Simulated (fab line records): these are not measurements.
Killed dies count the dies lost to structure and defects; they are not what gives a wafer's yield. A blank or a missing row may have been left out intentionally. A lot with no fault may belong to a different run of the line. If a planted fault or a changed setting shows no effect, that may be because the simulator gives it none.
The tool behind it: which one? ; flow rit_cmos ; 48 wafers from 16 lots sampled at 5 of the route's 202 steps

## WHAT THE GAUGES SHOWED, per wafer
RIT_ACTIVE_THK_MEAS_04.
lot;measured;on;ACTIVE_NITRIDE_THK (nm)
L328;day 1 14:17;film_metro-02;150.4 150.3 151.1
L329;day 1 19:14;film_metro-04;151.9 153.2 153.3
L330;day 2 01:18;film_metro-03;150.0 149.1 149.8
L332;day 2 10:17;film_metro-04;150.7 151.3 151.7
L333;day 2 14:32;film_metro-02;150.4 150.0 150.4
L335;day 3 01:47;film_metro-03;149.1 149.8 149.8
L336;day 3 06:05;film_metro-03;148.1 150.3 148.6
L337;day 3 11:17;film_metro-02;151.0 150.4 150.8
L338;day 3 16:07;film_metro-02;149.4 148.8 149.6
L339;day 3 21:27;film_metro-04;152.4 151.9 151.4
L342;day 4 11:43;film_metro-03;152.0 151.7 152.6
L343;day 4 16:50;film_metro-04;150.5 150.1 150.2
L346;day 5 10:00;film_metro-03;150.0 151.3 151.5
L347;day 5 14:34;film_metro-03;150.7 149.3 149.9
L349;day 5 23:19;film_metro-04;151.5 150.1 150.5
L351;day 6 10:40;film_metro-02;150.8 151.4 151.4

RIT_ACTIVE_CD_MEAS_11: the cd target is 1400 nm.
lot;measured;on;cd_nm (nm)
L328;day 1 15:19;cd_sem-02;1401.3 1401.0 1400.7
L329;day 1 20:16;cd_sem-01;1402.8 1402.5 1400.5
L330;day 2 02:28;cd_sem-02;1402.8 1402.5 1402.4
L332;day 2 11:14;cd_sem-01;1399.7 1397.4 1399.7
L333;day 2 15:27;cd_sem-01;1402.0 1401.6 1399.0
L335;day 3 02:50;cd_sem-02;1401.9 1402.2 1403.1
L336;day 3 07:00;cd_sem-01;1400.4 1400.7 1404.2
L337;day 3 12:12;cd_sem-01;1375.1 1375.3 1376.6
L338;day 3 17:04;cd_sem-02;1380.0 1378.5 1376.3
L339;day 3 22:29;cd_sem-01;1402.7 1401.4 1402.3
L342;day 4 12:44;cd_sem-02;1381.1 1382.0 1383.5
L343;day 4 17:44;cd_sem-02;1385.2 1383.8 1387.3
L346;day 5 11:02;cd_sem-02;1396.2 1394.2 1395.6
L347;day 5 15:36;cd_sem-01;1400.5 1400.8 1399.7
L349;day 6 00:22;cd_sem-01;1400.7 1399.3 1403.2
L351;day 6 11:56;cd_sem-01;1398.9 1397.5 1397.4

RIT_PWELL_OVL_MEAS_06.
lot;measured;on;PWELL_OVL (nm)
L328;day 1 22:51;overlay-01;-1.6 -2.3 -0.8
L329;day 2 03:59;overlay-02;0.5 -0.4 0.6
L330;day 2 10:07;overlay-01;0.1 -2.3 -0.9
L332;day 2 19:41;overlay-01;-0.3 -1.1 -1.2
L333;day 3 00:56;overlay-01;0.0 -0.3 0.9
L335;day 3 14:11;overlay-02;-1.0 1.5 0.3
L336;day 3 17:11;overlay-01;-1.6 -0.6 -0.9
L337;day 3 19:38;overlay-02;0.8 -1.1 -0.1
L338;day 4 02:30;overlay-01;0.8 0.6 0.1
L339;day 4 06:38;overlay-02;-1.0 -2.4 -2.6
L342;day 4 21:26;overlay-01;-0.1 -1.3 -0.4
L343;day 5 01:05;overlay-01;0.8 0.5 1.0
L346;day 5 18:28;overlay-01;0.4 2.1 -1.6
L347;day 6 01:30;overlay-02;1.1 0.0 -0.2
L349;day 6 07:50;overlay-01;0.7 0.0 0.0
L351;day 6 20:22;overlay-01;2.7 2.3 4.0

RIT_GATE_CD_MEAS_16: the cd target is 150 nm.
lot;measured;on;cd_nm (nm)
L328;day 2 13:26;cd_sem-01;151.4 150.1 149.5
L329;day 2 17:44;cd_sem-01;144.3 145.4 144.6
L330;day 3 05:15;cd_sem-01;150.0 146.0 146.9
L332;day 3 13:50;cd_sem-01;154.8 154.2 150.5
L333;day 3 16:27;cd_sem-01;151.4 150.6 151.6
L335;day 4 06:20;cd_sem-01;152.7 150.6 151.6
L336;day 4 09:41;cd_sem-02;146.6 147.8 149.0
L337;day 4 11:21;cd_sem-02;149.1 151.5 151.0
L338;day 4 19:25;cd_sem-02;147.2 145.5 149.7
L339;day 4 23:15;cd_sem-02;147.7 149.7 145.7
L342;day 5 14:10;cd_sem-02;146.1 148.2 149.5
L343;day 5 16:31;cd_sem-01;147.2 149.4 148.3
L346;day 6 10:59;cd_sem-02;149.9 148.0 150.5
L347;day 6 16:10;cd_sem-01;149.9 150.2 151.0
L349;day 7 03:45;cd_sem-01;148.3 148.4 151.5
L351;day 7 11:56;cd_sem-01;150.9 149.0 151.3

## TOOL THAT RAN EACH LOT (tool first, then ch and the chambers of the sampled wafers, then the start)
lot;RIT_ACTIVE_EXPOSE_08
L328;iline_stepper-01 ch 0, day 1 14:55
L329;iline_stepper-02 ch 0, day 1 19:52
L330;iline_stepper-01 ch 0, day 2 02:01
L332;iline_stepper-01 ch 0, day 2 10:50
L333;iline_stepper-01 ch 0, day 2 15:03
L335;iline_stepper-02 ch 0, day 3 02:26
L336;iline_stepper-02 ch 0, day 3 06:36
L337;iline_stepper-02 ch 0, day 3 11:48
L338;iline_stepper-02 ch 0, day 3 16:40
L339;iline_stepper-01 ch 0, day 3 22:05
L342;iline_stepper-02 ch 0, day 4 12:20
L343;iline_stepper-02 ch 0, day 4 17:20
L346;iline_stepper-01 ch 0, day 5 10:38
L347;iline_stepper-01 ch 0, day 5 15:07
L349;iline_stepper-01 ch 0, day 5 23:58
L351;iline_stepper-01 ch 0, day 6 11:32
- RIT_ACTIVE_EXPOSE_08: exposes mask M1, target cd 1400 nm.

## AS READ BY THE TOOLS THEMSELVES (means over the sampled wafers that have a number; for cases with no such wafer, the mark the record gives instead)
RIT_ACTIVE_EXPOSE_08.
lot;tool;exposure_dose_mJ_cm2;focus_offset_nm (nm)
L328;iline_stepper-01;225.05;0.1
L329;iline_stepper-02;224.78;0.0
L330;iline_stepper-01;224.80;0.1
L332;iline_stepper-01;224.41;0.3
L333;iline_stepper-01;224.81;-0.2
L335;iline_stepper-02;224.91;0.1
L336;iline_stepper-02;224.83;-0.5
L337;iline_stepper-02;245.10;0.0
L338;iline_stepper-02;241.38;-0.6
L339;iline_stepper-01;224.94;0.2
L342;iline_stepper-02;238.04;-0.1
L343;iline_stepper-02;235.10;0.1
L346;iline_stepper-01;225.09;0.2
L347;iline_stepper-01;224.84;-0.0
L349;iline_stepper-01;224.42;-0.6
L351;iline_stepper-01;224.91;0.5

## THE ANSWER, worked out from the rows above alone
Rule: usual is defined by the lots themselves. Put in order of their means at a reading, lots are off if they are a third of the lots or fewer, leave a main group of 4 or more, and stand apart from it by a gap of 3 or more times the standard deviation of the main group's means; of several such gaps the widest counts. The tables above print the reading to a certain number of digits; a main group whose means all agree to those digits is not used. A lot without any number at a reading at which 4 lots or more have one is off too. All remaining lots with rows at the step are treated as sound. First the gauges in route order, then the tools' own readings, where a lot's mean is used as printed above. The first step at which some lot is off is used, and at that step the reading that is off furthest; a lot without a number counts as furthest.
Off: L337, L338, L342, L343 (RIT_ACTIVE_CD_MEAS_11, cd_nm). The main group has a mean of 1400.5 nm with a standard deviation of 2.1.
If a tool, at a process step before that reading, ran all the lots that are off and no sound lot after the first of them, it fits. Not tried: the gauges at RIT_ACTIVE_CD_MEAS_11; whatever is off there is also off at RIT_ACTIVE_EXPOSE_08, on other tools, and gauge error can't account for it. One fits: iline_stepper-02 at RIT_ACTIVE_EXPOSE_08. Its last sound lot is L336 (day 3 06:36), its first lot that is off L337 (day 3 11:48): a fault that began between those two fits.
The tool's own readings at RIT_ACTIVE_EXPOSE_08 bear it out: on the lots that are off they differ by more than 5 times the standard deviation of the sound lots' means. exposure_dose_mJ_cm2 reads 239.91 there against 224.82 on the sound lots.

## WHAT THE SIMULATOR PUT IN
Process parameter drift: iline_stepper-02, from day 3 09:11 on, at RIT_ACTIVE_EXPOSE_08. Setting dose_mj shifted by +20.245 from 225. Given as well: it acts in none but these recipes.
Lots struck among those shown: L337, L338, L342, L343. This agrees with what the rule above found.
